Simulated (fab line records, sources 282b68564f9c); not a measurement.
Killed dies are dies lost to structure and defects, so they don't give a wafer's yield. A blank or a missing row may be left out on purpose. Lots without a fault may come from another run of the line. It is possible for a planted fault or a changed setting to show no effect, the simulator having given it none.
A lot that was struck, set against a sound lot | flow ritCmos | 15 steps out of a route of 202
Sound: the wafers L998.2, L998.5, L998.6. The struck wafers were L108.1, L108.2, L108.4. At the end, the cause is stated.
Order at every step that has rows: each side's tool, ch and its chambers, its first start. Under that, the readings that differ: sound wafers | struck wafers | difference of the means | sigmas: that difference in standard deviations of wafers without a fault.
alike: words and numbers the same on both sides, and readings whose means are apart by under 2 such deviations; not compared: readings that were withheld, readings missing a value for some wafer, numbers with overlapping values and no deviation given by the record, and bounds like >300 which may hide the same value.
A row with sigmas, a row that says differs or no value, or rows on one side alone: a step with any of these is where the two part. When numbers do not overlap yet have no deviation, they are printed without sigmas and do not part them. A reading missing from all wafers of one side parts the sides only when that side holds two or more wafers.

RIT_CONTACT_CVD_00: deposits SiO2 from TEOS, target thk 400 nm, time 61 s.
  sound on pecvd-03 ch 1,2, day 3 07:04; struck on pecvd-04 ch 0,1,2, day 5 11:35
  alike: heaterPowerW
RIT_CONTACT_THK_MEAS_01:
  sound: filmMetro-02 at day 3 07:07; struck: filmMetro-03 at day 5 11:39
  alike: CONTACT_TEOS_THK
then, 6 steps without rows for these wafers: RIT_CONTACT_HMDS_02 (prime time 60 s); RIT_CONTACT_COAT_03 (resist thk 1000 nm); RIT_CONTACT_SOFTBAKE_04 (time 60 s); RIT_CONTACT_EXPOSE_05 (exposes mask M11, target cd 1000 nm); RIT_CONTACT_PEB_06; RIT_CONTACT_DEVELOP_07 (develop time 120 s).
RIT_CONTACT_CD_MEAS_08: the cd target is 1000 nm.
  sound: cdSem-02 at day 3 08:10; struck: cdSem-01 at day 5 12:48
  alike: cdNm
RIT_CONTACT_OVL_MEAS_09:
  sound: overlay-02 at day 3 08:16; struck: overlay-02 at day 5 12:55
reading          | sound         | struck         | difference | sigmas
CONTACT_OVL (nm) | -0.2 -0.5 1.5 | -2.4 -2.5 -1.6 | -2.4       | -2
then, 1 step without rows for these wafers: RIT_CONTACT_HARDBAKE_10 (time 60 s).
RIT_CONTACT_ETCH_11: etches SiO2 in CHF3/CF4/Ar, stops on TiSi2, target depth 480 nm, time 320 s.
  sound on rieDiel-04 ch 0,1, day 3 08:26; struck on rieDiel-02 ch 1,2,3, day 5 13:06
  alike: drypumpMotorCurrentA, oesProductAu, throttleValvePct
  not compared: rfHoursCounterH
RIT_CONTACT_STRIP_12: strips in O2, time 180 s.
  sound on plasmaAsher-02 ch 0,1, day 3 08:38; struck on plasmaAsher-01 ch 0,1, day 5 13:18
reading        | sound             | struck            | difference | sigmas
runLengthS (s) | 209.2 209.0 208.5 | 199.5 200.7 200.4 | -8.7       | -21
  alike: drypumpMotorCurrentA
  not compared: rfHoursCounterH
RIT_CONTACT_CD_MEAS_90: the cd target is 1000 nm.
  sound: cdSem-01 at day 3 08:50; struck: cdSem-02 at day 5 13:28
  alike: cdNm
RIT_M1_PROBE_99:
  sound: prober-01 at day 3 13:28; struck: prober-01 at day 5 18:05
reading                                 | sound                | struck               | difference | sigmas
model.etest.ppolyLine.widthNm (nm)      | 101.2 100.6 99.9     | 105.2 103.5 104.5    | +3.8       | 
model.etest.npolyLine.widthNm (nm)      | 100.5 98.99 98.73    | 104.5 103 103.4      | +4.2       | 
model.etest.ring.delayPs                | 26.71 26.13 26.4     | 28.13 27.97 28.82    | +1.89      | 
model.etest.nmos_0p15.offLog10AUm       | -9.953 -9.874 -9.742 | -10.48 -10.28 -10.72 | -0.64      | 
model.etest.ring.quietLog10A (angstrom) | -7.707 -7.508 -7.49  | -8.077 -8.056 -8.274 | -0.567     | 
  alike: killedAtContacts, killedAtFrontEnd, killedDies, killedOpen, killedShort

WHERE THEY PART
At RIT_CONTACT_OVL_MEAS_09 first; at RIT_CONTACT_STRIP_12 last (within this record only). Later steps at which nothing parts them and some readings are alike: RIT_CONTACT_CD_MEAS_90, RIT_M1_PROBE_99.

WHY: the cause the simulator had injected
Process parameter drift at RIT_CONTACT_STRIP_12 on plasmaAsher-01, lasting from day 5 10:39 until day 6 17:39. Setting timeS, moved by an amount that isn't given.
